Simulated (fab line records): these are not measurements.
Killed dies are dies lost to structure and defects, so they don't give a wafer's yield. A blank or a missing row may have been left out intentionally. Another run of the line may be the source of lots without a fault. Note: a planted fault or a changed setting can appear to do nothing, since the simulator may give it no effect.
fab line records | flow ritCmos
record: lots: 14 | wafers: 42 | lastDay: 8
route steps=202 shown REOX@98 M1@202
lots that met no fault: from a run of the same line without faults
startH: hours from the record's first day to the start of the lot's first wafer shown | waitH: hours since the lot's step before | " same as the row above | L1.1+2: a single row standing in for several wafers | - no value, or no start was given | * or withheld: withheld | < > ~ a bound
route shown NAME@n: names a module that has steps shown in the file, with the first one's number in the route | usual: mean/standard deviation of fault-free wafers | same: alike in all rows | chamber/n: place in a boat | sites: each site's reading | _std_site: their standard deviation | _edge_site: outer sites' mean less inner sites' | radiusMm: how far each site lies from the wafer's centre | mask NAME#n: copy n | behind: the tool/chamber that last shaped the wafer | hold: reason for holding the lot/hours on hold/outcome of the hold | device: the n, p or np transistor that did not switch | end of line: at the end of the route, the tests of the same wafers | step lacking rows: just its recipe | killed: count of dies lost to structure and defects at first sort (not the wafer's yield) | map: per-die view of a wafer (x killed, . not killed, _ where there is no die)
set.NAME: setting as actually run; set.NAME@STEP: the setting as run at that earlier step | model.NAME: the simulator's own value behind a step, which no gauge read
the route's steps for a sample of lots (tables are steps, rows are wafers)
== steps ==
step: RIT_REOX_CLEAN_00
recipe: chemistry: SC1 | mix: 3:3:50 | timeS: 600 | tempC: 75
usual: bathGuardTempC: 75.2/0.52 | bathHeatDutyPct: 15.0/2.3
lot.wafer | tool        | chamber | startH | waitH | bathGuardTempC | bathHeatDutyPct
L216.1    | wetBench-01 | 2       | 51.02  | 0.1   | 75.2           | 11.2
L216.2    | "           | 2       | "      | "     | 75.4           | 11.4
L216.4    | "           | 2       | "      | "     | 75.2           | 10.6
L218.2    | wetBench-03 | 2       | 60.81  | 0.1   | 74.3           | 16.9
L218.3    | "           | 2       | "      | "     | 74.3           | 18.4
L218.5    | "           | 2       | "      | "     | 74.2           | 17.5
L219.1    | wetBench-01 | 2       | 69.68  | 0.1   | 75.7           | 10.9
L219.3    | "           | 2       | "      | "     | 75.7           | 11.0
L219.6    | "           | 2       | "      | "     | 75.0           | 10.7
L220.4    | wetBench-04 | 1       | 72.60  | 0.0   | 75.6           | 16.7
L220.5    | "           | 1       | "      | "     | 76.0           | 16.9
L220.6    | "           | 1       | "      | "     | 75.4           | 15.4
L221.1    | wetBench-04 | 2       | 75.02  | 0.1   | 75.2           | 16.1
L221.4    | "           | 2       | "      | "     | 75.7           | 17.0
L221.6    | "           | 2       | "      | "     | 75.7           | 15.3
L224.1    | wetBench-04 | 0       | 89.88  | 0.1   | 74.9           | 14.1
L224.2    | "           | 0       | "      | "     | 74.4           | 14.2
L224.4    | "           | 0       | "      | "     | 74.9           | 13.2
L225.1    | wetBench-03 | 1       | 94.01  | 0.1   | 75.5           | 15.5
L225.2    | "           | 1       | "      | "     | 75.0           | 15.7
L225.5    | "           | 1       | "      | "     | 75.0           | 14.8
L228.3    | wetBench-04 | 2       | 106.49 | 0.1   | -              | -
L228.5    | "           | 2       | "      | "     | -              | -
L228.6    | "           | 2       | "      | "     | -              | -
L229.1    | wetBench-01 | 2       | 107.90 | 0.1   | -              | -
L229.2    | "           | 2       | "      | "     | -              | -
L229.3    | "           | 2       | "      | "     | -              | -
L230.1    | wetBench-04 | 1       | 117.99 | 0.1   | 75.5           | 17.1
L230.2    | "           | 1       | "      | "     | 75.7           | 14.6
L230.3    | "           | 1       | "      | "     | 75.5           | 15.9
L235.3    | wetBench-03 | 2       | 141.87 | 0.1   | 74.2           | 17.0
L235.4    | "           | 2       | "      | "     | 74.2           | 16.8
L235.6    | "           | 2       | "      | "     | 74.0           | 17.5
L236.1    | wetBench-01 | 1       | 146.74 | 0.1   | 75.9           | 12.0
L236.5    | "           | 1       | "      | "     | 75.7           | 12.5
L236.6    | "           | 1       | "      | "     | 76.0           | 12.9
L237.3    | wetBench-04 | 0       | 153.56 | 0.1   | 74.9           | 13.9
L237.4    | "           | 0       | "      | "     | 74.9           | 14.2
L237.6    | "           | 0       | "      | "     | 74.9           | 13.8
L238.2    | wetBench-01 | 1       | 162.50 | 0.1   | 75.9           | 12.6
L238.4    | "           | 1       | "      | "     | 75.9           | 12.9
L238.5    | "           | 1       | "      | "     | 76.2           | 12.4
step: RIT_M1_PROBE_99
usual: killedAtFrontEnd: 7/3.1 | killedDies: 7/3.1 | killedOpen: 3.3/2 | killedShort: 3.5/1.9
same: grossDies: 264 | killed_at_M0_to_M3: 0 | killed_at_M4_up: 0 | killedAtBackSide: 0 | killedAtContacts: 0 | killedAtOther: 0
lot.wafer | tool      | chamber | startH | waitH | killedAtFrontEnd | killedDies | killedOpen | killedShort
L228.3    | prober-01 | -       | 127.58 | 0.2   | 4                | 4          | 3          | 1
L229.1    | prober-02 | -       | 129.39 | 0.1   | 5                | 5          | 3          | 2
L229.2    | prober-02 | -       | 129.44 | 0.1   | 2                | 2          | 0          | 2
L229.3    | prober-02 | -       | 129.49 | 0.2   | 8                | 8          | 4          | 4
killed by level:class
L228.3 SPACER:geometricParticle:open=1 FOX2:geometricParticle:open=1 REOX:geometricParticle:open=1 SILICIDE:geometricParticle:short=1
L229.1 SPACER:geometricParticle:open=2 SPACER:geometricParticle:short=2 GATE:geometricParticle:open=1
L229.2 FOX2:geometricParticle:short=1 GATE:geometricParticle:short=1
L229.3 GATE:geometricParticle:open=3 SPACER:geometricParticle:short=2 FOX2:geometricParticle:short=1 GATE:geometricParticle:short=1 SILICIDE:geometricParticle:open=1
== key ==
firstSign: step: RIT_REOX_CLEAN_00 | reading: toolRecord | direction: missing
effect none on later readings
metAt RIT_REOX_CLEAN_00
struckLots L228,L229
testerLeftOut L228,L229
onsetBetween 89.88 106.49
fault: kind: skippedStepWhole | tool: wetBench-01,wetBench-04 | chamber: - | onsetH: 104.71 | steps: RIT_REOX_CLEAN_00 | scope: struckLotsOnly
testerLeftOut: of these lots the tester's yield and bins aren't shown, on N5 and GAA mostly nor the transistor test; their killed dies are dies lost to structure and defects alone, not to doping, threshold or leakage, so they don't give the yield
